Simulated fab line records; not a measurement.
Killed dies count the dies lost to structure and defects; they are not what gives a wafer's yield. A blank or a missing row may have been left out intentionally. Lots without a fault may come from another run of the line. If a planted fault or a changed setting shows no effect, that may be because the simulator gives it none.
Which tool was responsible?	flow berkeleyCmos170	45 wafers from 15 lots sampled at 5 of the route's 331 steps

WHAT EACH GAUGE READ, for each wafer
UCB170_START_BOW_MEAS_00. Usual: INCOMING_BOW -1 um, standard deviation 6.2.
lot	measured	on	INCOMING_BOW (um)	flag
L346	day 1 10:01	filmMetro-03	0 0 0	
L347	day 1 15:02	filmMetro-03	-1 -6 -6	
L348	day 1 20:00	filmMetro-01	-12 -1 -11	
L349	day 2 01:14	filmMetro-03	-6 -7 0	
L350	day 2 06:02	filmMetro-01	4 -9 3	
L351	day 2 11:01	filmMetro-01	-3 1 5	
L352	day 2 16:00	filmMetro-02	4 -15 -7	
L353	day 2 21:00	filmMetro-02	-5 -9 -1	
L354	day 3 02:01	filmMetro-02	6 9 1	
L357	day 3 17:02	filmMetro-01	9 -2 -7	
L358	day 3 22:01	filmMetro-02	-2 -8 2	
L359	day 4 03:00	filmMetro-03	8 -7 7	
L361	day 4 13:00	filmMetro-02	-6 0 0	
L368	day 6 00:00	filmMetro-02	3 -8 0	
L369	day 6 05:02	filmMetro-03	-17 6 -5	

UCB170_NWELL_TW_MEAS_16. Usual: NWELL_TW 1252, standard deviation 8.6.
lot	measured	on	NWELL_TW	flag
L346	day 2 10:55	filmMetro-02	1249 1251 1253	
L347	day 2 13:35	filmMetro-03	1258 1257 1253	
L348	day 2 20:18	filmMetro-04	1244 1249 1248	
L349	day 3 03:20	filmMetro-04	1250 1247 1239	
L350	day 3 12:26	filmMetro-02	1259 1248 1248	
L351	day 3 12:34	filmMetro-02	1256 1259 1251	
L352	day 3 20:40	filmMetro-03	1253 1257 1250	
L353	day 4 01:02	filmMetro-03	1259 1272 1267	
L354	day 4 01:19	filmMetro-04	1238 1241 1247	
L357	day 4 22:01	filmMetro-04	1240 1244 1250	
L358	day 4 22:25	filmMetro-04	1238 1248 1237	
L359	day 5 05:23	filmMetro-03	1261 1259 1258	
L361	day 5 15:49	filmMetro-03	1249 1255 1252	
L368	day 7 04:58	filmMetro-04	1258 1256 1259	
L369	day 7 04:57	filmMetro-03	1256 1263 1266	

UCB170_PWELL_THK_MEAS_03. Usual: PWELL_OXIDE_THK 26.5 nm, standard deviation 0.55.
lot	measured	on	PWELL_OXIDE_THK (nm)	flag
L346	day 2 22:32	filmMetro-04	26.6 26.1 26.2	
L347	day 3 04:24	filmMetro-01	25.8 26.1 25.9	
L348	day 3 04:23	filmMetro-04	25.9 25.6 26.4	
L349	day 3 13:46	filmMetro-03	26.7 26.1 26.6	
L350	day 4 00:44	filmMetro-01	26.0 26.4 26.6	
L351	day 4 00:44	filmMetro-03	25.6 25.7 25.5	
L352	day 4 10:15	filmMetro-04	25.8 26.4 25.6	
L353	day 4 10:15	filmMetro-01	25.3 26.4 25.7	
L354	day 4 10:16	filmMetro-03	26.2 26.4 26.2	
L357	day 5 12:30	filmMetro-03	24.0 24.1 24.4	OFF
L358	day 5 12:29	filmMetro-01	23.5 23.0 23.4	OFF
L359	day 5 12:32	filmMetro-01	23.6 23.8 23.5	OFF
L361	day 6 01:31	filmMetro-03	26.6 26.6 26.6	
L368	day 7 16:36	filmMetro-04	25.6 26.5 25.6	
L369	day 7 16:37	filmMetro-01	26.3 26.3 26.5	

UCB170_PWELL_THK_MEAS_06. Usual: PWELL_NITRIDE_THK 219.4 nm, standard deviation 2.4.
lot	measured	on	PWELL_NITRIDE_THK (nm)	flag
L346	day 3 06:52	filmMetro-04	221.2 222.1 222.6	
L347	day 3 12:22	filmMetro-04	215.8 215.1 215.2	
L348	day 3 12:20	filmMetro-01	218.4 217.7 220.2	
L349	day 3 23:05	filmMetro-04	217.4 218.3 216.3	
L350	day 4 08:49	filmMetro-01	219.9 219.6 220.6	
L351	day 4 08:48	filmMetro-04	214.8 216.8 214.4	
L352	day 4 18:46	filmMetro-03	218.3 218.2 218.9	
L353	day 4 18:46	filmMetro-04	221.2 218.7 221.0	
L354	day 4 18:47	filmMetro-01	219.8 221.0 220.0	
L357	day 5 19:46	filmMetro-01	215.0 214.9 216.5	
L358	day 5 19:46	filmMetro-03	225.1 223.3 221.6	
L359	day 5 19:47	filmMetro-04	221.6 223.7 223.4	
L361	day 6 07:45	filmMetro-04	221.0 218.5 219.7	
L368	day 8 01:47	filmMetro-01	220.9 223.8 222.2	
L369	day 8 01:49	filmMetro-04	216.0 217.5 218.8	

TOOL THAT RAN EACH LOT (tool first, then ch and the chambers of the sampled wafers, then the start)
lot	UCB170_PWELL_OXIDATION_02
L346	furnace-01 ch 0, day 2 21:11
L347	furnace-01 ch 0, day 3 03:02
L348	furnace-01 ch 0, day 3 03:02
L349	furnace-02 ch 0, day 3 12:25
L350	furnace-04 ch 0, day 3 23:22
L351	furnace-04 ch 0, day 3 23:22
L352	furnace-04 ch 0, day 4 08:54
L353	furnace-04 ch 0, day 4 08:54
L354	furnace-04 ch 0, day 4 08:54
L357	furnace-04 ch 0, day 5 11:08
L358	furnace-04 ch 0, day 5 11:08
L359	furnace-04 ch 0, day 5 11:08
L361	furnace-01 ch 0, day 6 00:10
L368	furnace-02 ch 0, day 7 15:15
L369	furnace-02 ch 0, day 7 15:15
- UCB170_PWELL_OXIDATION_02: target thk 26.4 nm, ox time 1260 s.

AS READ BY THE TOOLS THEMSELVES (means over the sampled wafers that have a number; for cases with no such wafer, the mark the record gives instead)
UCB170_PWELL_OXIDATION_02. Usual: spikeTcLoadC 1024.1 C, standard deviation 1.4.
lot	tool	spikeTcLoadC (C)	flag
L346	furnace-01	1025.0	
L347	furnace-01	1024.6	
L348	furnace-01	1024.8	
L349	furnace-02	1021.6	
L350	furnace-04	1024.4	
L351	furnace-04	1023.8	
L352	furnace-04	1024.7	
L353	furnace-04	1024.8	
L354	furnace-04	1023.7	
L357	furnace-04	1024.9	
L358	furnace-04	1025.0	
L359	furnace-04	1024.2	
L361	furnace-01	1023.2	
L368	furnace-02	1021.3	
L369	furnace-02	1022.4	

THE ANSWER, worked out from the rows above alone
Rule: a lot counts as off when the mean over its wafers that have a number is more than 3 standard deviations away from the usual mean. A lot without any number at a reading at which 4 lots or more have one is off too. Any other lot the step has rows for is counted as sound. After the gauges, taken in route order, come the tools' own readings; for these a lot's mean is taken, as printed above. At the first step where some lot is off, the reading lying furthest off is the one used; lots without a number count as furthest.
Off: L357, L358, L359, seen at UCB170_PWELL_THK_MEAS_03 (PWELL_OXIDE_THK).
If a tool, at a process step before that reading, ran all the lots that are off and no sound lot after the first of them, it fits. Those tools and the gauges at UCB170_PWELL_THK_MEAS_03 are tried in the same way. One fits: UCB170_PWELL_OXIDATION_02 on furnace-04. Its last sound lot is L352 (day 4 08:54), its first lot that is off L357 (day 5 11:08): a fault that began between those two fits.

WHAT HAD BEEN PUT IN BY THE SIMULATOR
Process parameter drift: furnace-04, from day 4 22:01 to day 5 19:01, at UCB170_PWELL_OXIDATION_02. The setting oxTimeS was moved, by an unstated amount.
Shown lots that were struck: L357, L358, L359. The rule given above showed the same thing.
